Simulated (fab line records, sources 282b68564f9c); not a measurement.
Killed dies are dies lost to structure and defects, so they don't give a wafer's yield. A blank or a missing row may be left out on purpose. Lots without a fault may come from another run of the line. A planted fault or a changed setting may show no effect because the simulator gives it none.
fab line records | flow rit_cmos
record lots=7 wafers=21 last_day=7
route steps=202 shown PLDD@116 SPACER@125
lots that met no fault: from a run of the same line without faults
start_h: hours from the record's first day to the start of the lot's first wafer shown | wait_h: hours since the lot's step before | " the same as in the row above | L1.1+2: a row that stands for several wafers | - no value, or no start given | * or withheld: withheld | < > ~ a bound
route shown NAME@n: a module of which the file shows steps, and the number in the route of the first | usual: mean/standard deviation of fault-free wafers | same: alike in all rows | chamber/n: place in a boat | sites: the reading at each site | _std_site: their standard deviation | _edge_site: outer sites' mean less inner sites' | radius_mm: how far each site lies from the wafer's centre | mask NAME#n: copy n | behind: the tool/chamber that last shaped the wafer | hold: why the lot was held/for how many hours/how that ended | device: the transistor (n, p or np) that didn't switch | end of line: the same wafers' tests at the end of the route | a step without rows: its recipe alone | killed: dies lost to structure and defects at the first sort, not the wafer's yield | map: a wafer's dies, x killed, . not, _ none there
set.NAME: the setting as run; set.NAME@STEP: as run at that earlier step | model.NAME: the simulator's own value behind a step, which no gauge read
lots at some steps of the route; a table a step, a row a wafer
services: from which hour (start_h, from the record's first day; less than 0 if before it) a tool's chamber was out of use, for how many hours, and why
## steps
# step RIT_PLDD_SOFTBAKE_02
# recipe resist=NOVOLAK temp_c=90 time_s=60
# step RIT_PLDD_EXPOSE_03
# recipe mask_id=M8 na=0.57 target_cd_nm=40900 dose_mj=250
# step RIT_PLDD_PEB_04
# recipe resist=NOVOLAK temp_c=withheld time_s=withheld
# step RIT_PLDD_DEVELOP_05
# recipe resist=NOVOLAK develop_time_s=50 dev_temp_c=23
# step RIT_PLDD_OVL_MEAS_06
# usual PLDD_OVL=0.0/1.1
# columns lot.wafer tool chamber start_h wait_h PLDD_OVL[nm]
L689.1 overlay-01 - 67.45 - -1.1
L689.5 " - " " -1.2
L689.6 " - " " -0.1
L693.1 overlay-01 - 87.53 - -1.3
L693.2 " - " " 0.6
L693.6 " - " " 1.4
L696.1 overlay-02 - 104.29 - 1.3
L696.2 " - " " 0.6
L696.3 " - " " 0.2
L697.1 overlay-01 - 107.59 - -2.9
L697.2 " - " " -1.5
L697.3 " - " " -2.1
L698.4 overlay-01 - 113.20 - 0.0
L698.5 " - " " 0.4
L698.6 " - " " -0.1
L699.1 overlay-02 - 117.16 - 1.2
L699.2 " - " " 1.8
L699.6 " - " " 2.7
L707.1 overlay-01 - 159.13 - -0.1
L707.3 " - " " 1.4
L707.5 " - " " 0.0
# step RIT_PLDD_HARDBAKE_07
# recipe resist=NOVOLAK temp_c=140 time_s=60
# step RIT_PLDD_IMPLANT_08
# recipe species=BF2 energy_kev=20 dose_cm2=9e+14 tilt_deg=7
# step RIT_PLDD_STRIP_09
# recipe chemistry=O2 time_s=180 resist=NOVOLAK platen_temp_c=withheld power_w=500 pressure_mtorr=4000 o2_flow_sccm=4000
# usual drypump_motor_current_A=5.6/0.36 rf_refl_power_W=6.5/0.94
# columns lot.wafer tool chamber start_h wait_h drypump_motor_current_A rf_hours_counter_h rf_refl_power_W
L689.1 plasma_asher-02 0 67.78 0.1 6.1 46 8.6
L689.5 " 0 " " 6.2 - 9.0
L689.6 " 1 " " 5.1 - 7.7
L693.1 plasma_asher-04 1 87.86 0.1 5.7 46 6.4
L693.2 " 0 " " 5.9 46 6.1
L693.6 " 0 " " 5.9 - 5.9
L696.1 plasma_asher-04 1 104.63 0.1 5.7 48 6.4
L696.2 " 0 " " 5.9 48 6.1
L696.3 " 0 " " 5.9 - 6.1
L697.1 plasma_asher-01 0 107.93 0.1 5.2 23 6.1
L697.2 " 1 " " 5.1 23 6.1
L697.3 " 1 " " 5.2 - 6.0
L698.4 plasma_asher-01 1 113.58 0.1 5.2 - 5.7
L698.5 " 1 " " 5.2 - 5.6
L698.6 " 0 " " 5.2 - 6.0
L699.1 plasma_asher-02 0 117.49 0.1 6.2 51 9.0
L699.2 " 1 " " 5.2 51 7.3
L699.6 " 0 " " 6.2 - 8.5
L707.1 plasma_asher-04 0 159.47 0.1 5.9 4 6.0
L707.3 " 0 " " 5.9 - 6.2
L707.5 " 1 " " 5.7 - 6.6
# step RIT_PLDD_TW_MEAS_10
# usual PLDD_TW=2345/23
# columns lot.wafer tool chamber start_h wait_h PLDD_TW
L689.1 film_metro-01 - 67.96 0.1 2355
L689.5 " - " " 2338
L689.6 " - " " 2350
L693.1 film_metro-03 - 88.04 0.1 2362
L693.2 " - " " 2376
L693.6 " - " " 2369
L696.1 film_metro-04 - 104.80 0.1 2313
L696.2 " - " " 2331
L696.3 " - " " 2324
L697.1 film_metro-04 - 108.10 0.1 2323
L697.2 " - " " 2310
L697.3 " - " " 2311
L698.4 film_metro-03 - 113.73 0.1 2380
L698.5 " - " " 2376
L698.6 " - " " 2379
L699.1 film_metro-04 - 117.67 0.1 2313
L699.2 " - " " 2320
L699.6 " - " " 2310
L707.1 film_metro-04 - 159.64 0.1 2320
L707.3 " - " " 2327
L707.5 " - " " 2321
# step RIT_SPACER_CLEAN_00
# recipe chemistry=SC1 mix=3:3:50 time_s=600 temp_c=75
# step RIT_SPACER_CLEAN_01
# recipe chemistry=dHF dilution=50:1 time_s=30
# step RIT_SPACER_CLEAN_02
# recipe chemistry=SC2 mix=3:3:50 time_s=600 temp_c=75 dry=n2_spin
# step RIT_SPACER_CVD_03
# recipe material=Si3N4 target_thk_nm=250 temp_c=810 precursor=SiH2Cl2/NH3 time_s=3300 pressure_mtorr=300 sih2cl2_flow_sccm=60 nh3_flow_sccm=150
# usual nh3_flow_sccm=149.9/0.44 zone_power_load_pct=22.2/1.9
# columns lot.wafer tool chamber start_h wait_h nh3_flow_sccm zone_power_load_pct model.Si3N4_of_SPACER_CVD_03.thk_nm
L689.1 lpcvd-01 1 68.39 0.0 149.4 24.5 252.7
L689.5 " 1 " " 150.7 24.1 255.4
L689.6 " 1 " " 150.0 23.8 251.9
L693.1 lpcvd-02 0 88.53 0.1 149.7 19.9 252.2
L693.2 " 0 " " 149.4 19.6 250.7
L693.6 " 0 " " 149.7 19.9 248.2
L696.1 lpcvd-01 1 105.23 0.0 225.1 24.1 341.1
L696.2 " 1 " " 225.3 24.1 344.3
L696.3 " 1 " " 224.9 24.2 342.7
L697.1 lpcvd-02 0 108.54 0.0 150.4 20.0 253.7
L697.2 " 0 " " 150.3 20.2 250.5
L697.3 " 0 " " 149.4 20.0 250.9
L698.4 lpcvd-01 0 114.17 0.0 224.8 22.0 341.3
L698.5 " 0 " " 224.6 21.9 342.9
L698.6 " 0 " " 224.7 21.8 341.4
L699.1 lpcvd-01 0 118.10 0.0 225.5 21.9 338
L699.2 " 0 " " 224.6 22.0 338.7
L699.6 " 0 " " 224.8 21.8 338.3
L707.1 lpcvd-02 0 160.07 0.0 150.0 20.2 249.6
L707.3 " 0 " " 150.1 20.2 248
L707.5 " 0 " " 149.7 20.2 247.1
# step RIT_SPACER_THK_MEAS_04
# recipe reads=Si3N4_of_SPACER_CVD_03
# usual SPACER_NITRIDE_THK=251.3/2.3
# columns lot.wafer tool chamber start_h wait_h SPACER_NITRIDE_THK[nm]
L689.1 film_metro-04 - 70.30 0.0 252.9
L689.5 " - " " 255.4
L689.6 " - " " 251.8
L693.1 film_metro-01 - 90.45 0.0 252.4
L693.2 " - " " 250.6
L693.6 " - " " 248.1
L696.1 film_metro-02 - 107.15 0.0 341.2
L696.2 " - " " 344.3
L696.3 " - " " 342.6
L697.1 film_metro-02 - 110.46 0.0 253.9
L697.2 " - " " 250.5
L697.3 " - " " 251.2
L698.4 film_metro-04 - 116.12 0.0 341.1
L698.5 " - " " 342.9
L698.6 " - " " 341.5
L699.1 film_metro-02 - 120.01 0.0 338.1
L699.2 " - " " 338.8
L699.6 " - " " 338.3
L707.1 film_metro-04 - 161.99 0.0 249.8
L707.3 " - " " 248.0
L707.5 " - " " 247.2
# step RIT_SPACER_ETCHBACK_05
# recipe target_depth_a=2500 SF6_flow_sccm=30 CHF3_flow_sccm=30 target=Si3N4 chemistry=SF6/CHF3 pressure_mtorr=40 rf_w=250 time_s=240 stop_on=SiO2
# usual CHF3_flow_sccm=30.02/0.091 drypump_motor_current_A=5.7/0.46 oes_product_au=0.843/0.012 throttle_valve_pct=10.24/0.15
# columns lot.wafer tool chamber start_h wait_h CHF3_flow_sccm drypump_motor_current_A oes_product_au rf_hours_counter_h throttle_valve_pct model.Si3N4_of_SPACER_CVD_03.thk_nm model.etch.depth_nm
L689.1 rie_diel-02 3 70.36 0.1 30.06 5.9 0.858 131 9.98 197.9 252.7
L689.5 " 1 " " 30.22 5.8 0.864 - 10.24 201.7 255.4
L689.6 " 0 " " 30.00 5.4 0.836 - 9.98 199.5 251.9
L693.1 rie_diel-02 2 90.51 0.1 29.96 5.8 0.854 58 10.24 198 252.2
L693.2 " 0 " " 29.95 5.4 0.846 93 9.98 197.7 250.7
L693.6 " 0 " " 29.81 5.4 0.838 - 9.97 195.8 248.2
L696.1 rie_diel-01 1 107.21 0.1 29.94 6.4 0.938 151 10.42 270.2 300.6
L696.2 " 2 " " 30.00 5.7 0.992 24 10.18 270.7 309
L696.3 " 3 " " 30.06 5.1 0.991 98 10.31 269.5 308.7
L697.1 rie_diel-04 0 110.52 0.1 29.99 6.0 0.863 66 10.38 198 253.7
L697.2 " 2 " " 30.05 6.8 0.844 12 10.31 196.5 250.5
L697.3 " 1 " " 30.03 4.9 0.842 65 10.31 197.3 250.9
L698.4 rie_diel-04 2 116.22 0.1 30.08 6.7 1.023 - 10.38 265.7 320.3
L698.5 " 1 " " 30.01 4.9 0.993 - 10.37 268.8 312.4
L698.6 " 0 " " 30.01 6.0 1.016 - 10.43 266.3 318
L699.1 rie_diel-02 1 120.07 0.1 30.19 5.7 0.989 89 10.29 266.7 304.9
L699.2 " 0 " " 29.92 5.4 0.967 94 10.01 267.6 303.2
L699.6 " 0 " " 29.94 5.4 0.971 - 10.03 267.7 301.9
L707.1 rie_diel-01 1 162.05 0.1 29.90 6.4 0.830 0 10.38 195.2 249.6
L707.3 " 2 " " 30.02 5.7 0.840 26 10.12 193.9 248
L707.5 " 1 " " 29.87 6.4 0.829 - 10.37 193.8 247.1
## services
# columns tool chamber start_h hours kind
rie_diel-02 2 59.42 3.3 repair
rie_diel-04 3 91.18 26.1 repair
lpcvd-01 - 93.53 4.3 pm
plasma_asher-04 - 108.75 9.0 pm
plasma_asher-04 0 108.75 9.0 vent_cycle
plasma_asher-04 1 108.75 9.0 vent_cycle
plasma_asher-04 0 117.75 - clean
plasma_asher-04 1 117.75 - clean
rie_diel-04 3 123.26 11.2 repair
rie_diel-02 1 131.27 15.7 repair
rie_diel-01 1 136.59 - clean
rie_diel-01 1 136.59 16.5 scheduled_down
rie_diel-01 1 136.59 16.5 vent_cycle
plasma_asher-01 - 137.26 4.1 repair
rie_diel-01 3 151.22 2.0 repair
## key
first_sign step=RIT_SPACER_CVD_03 reading=nh3_flow_sccm direction=up sigmas=99+ usual=149.9 struck=224.9
effect step=RIT_SPACER_THK_MEAS_04 reading=SPACER_NITRIDE_THK direction=up sigmas=40 usual=251.3 struck=341.0
effect step=RIT_SPACER_ETCHBACK_05 reading=oes_product_au direction=up sigmas=12 usual=0.843 struck=0.987
model_effect step=RIT_SPACER_CVD_03 value=Si3N4_of_SPACER_CVD_03.thk_nm without=251.7 struck=340.9
model_effect step=RIT_SPACER_ETCHBACK_05 value=Si3N4_of_SPACER_CVD_03.thk_nm without=197.9 struck=268.1
met_at RIT_SPACER_CVD_03
struck_wafers L696.1,L696.2,L696.3,L698.4,L698.5,L698.6,L699.1,L699.2,L699.6
later_rows_left_out L696.1,L696.2,L696.3,L698.4,L698.5,L698.6,L699.1,L699.2,L699.6
sort_left_out L696.1,L696.2,L696.3,L698.4,L698.5,L698.6,L699.1,L699.2,L699.6
tester_left_out L696,L698,L699
onset_between 68.39 105.23
fault kind=process_parameter_drift tool=lpcvd-01 chamber=- onset_h=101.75 steps=RIT_SPACER_CVD_03 channel=nh3_flow_sccm offset=75 shape=step end_h=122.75 acts_in=these_recipes_only stated=150
# tester_left_out: of these lots the tester's yield and bins aren't shown, on N5 and GAA mostly nor the transistor test; their killed dies are dies lost to structure and defects alone, not to doping, threshold or leakage, so they don't give the yield
# sort_left_out: the simulated sort isn't trusted on such a fault, so these wafers' sort isn't shown, and their yield isn't known
# later_rows_left_out: the simulator's readings of these wafers behind a module that went badly wrong aren't trusted and aren't shown, but for the sort
